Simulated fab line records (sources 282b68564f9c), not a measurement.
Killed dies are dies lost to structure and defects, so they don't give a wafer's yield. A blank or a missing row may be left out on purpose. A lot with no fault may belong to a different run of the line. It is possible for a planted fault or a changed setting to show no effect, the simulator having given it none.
Chamber matching | flow rit_cmos | 4 sister chambers for RIT_SPACER_ETCHBACK_05 on rie_diel-01
The step etches Si3N4 in SF6/CHF3, stops on SiO2, target depth 250 nm, time 240 s. 4 wafers are shown with their chamber, then 8 later ones without.

== EACH WAFER AND ITS CHAMBER ==
wafer  | chamber | drypump_motor_current_A (A)
L926.1 | 3       | 6.4
L926.4 | 1       | 6.7
L926.6 | 0       | 5.2
L928.1 | 2       | 5.2

== WAFERS WITH NO CHAMBER GIVEN ==
wafer  | drypump_motor_current_A (A)
L928.2 | 6.7
L928.4 | 6.4
L930.2 | 6.5
L930.3 | 6.7
L930.4 | 6.7
L933.2 | 6.4
L933.3 | 6.6
L933.5 | 5.2

== EACH ONE'S CHAMBER ==
wafer  | from the rows above     | in truth
L928.2 | 1                       | 1
L928.4 | 3                       | 3
L930.2 | 3                       | 3
L930.3 | 1                       | 1
L930.4 | 1                       | 1
L933.2 | 3                       | 3
L933.3 | can't be placed: 1 or 3 | 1
L933.5 | can't be placed: 0 or 2 | 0
6 of 8 placed correctly. From these rows, 2 cannot be placed; in 2 the true chamber is one of the candidates. 0 placed wrongly.
How it was worked out, from the rows above alone: a wafer's distance from a chamber is the root of the sum, over the readings, of the square of ((its reading less the chamber's mean) divided by the reading's scatter). The wafer belongs to the nearest chamber; if the next one is less than 2 further off, it can't be placed. A chamber's mean is the mean of its shown wafers. The scatter: root of mean squared gap, hidden wafer to nearest shown wafer, with one shown wafer a chamber.
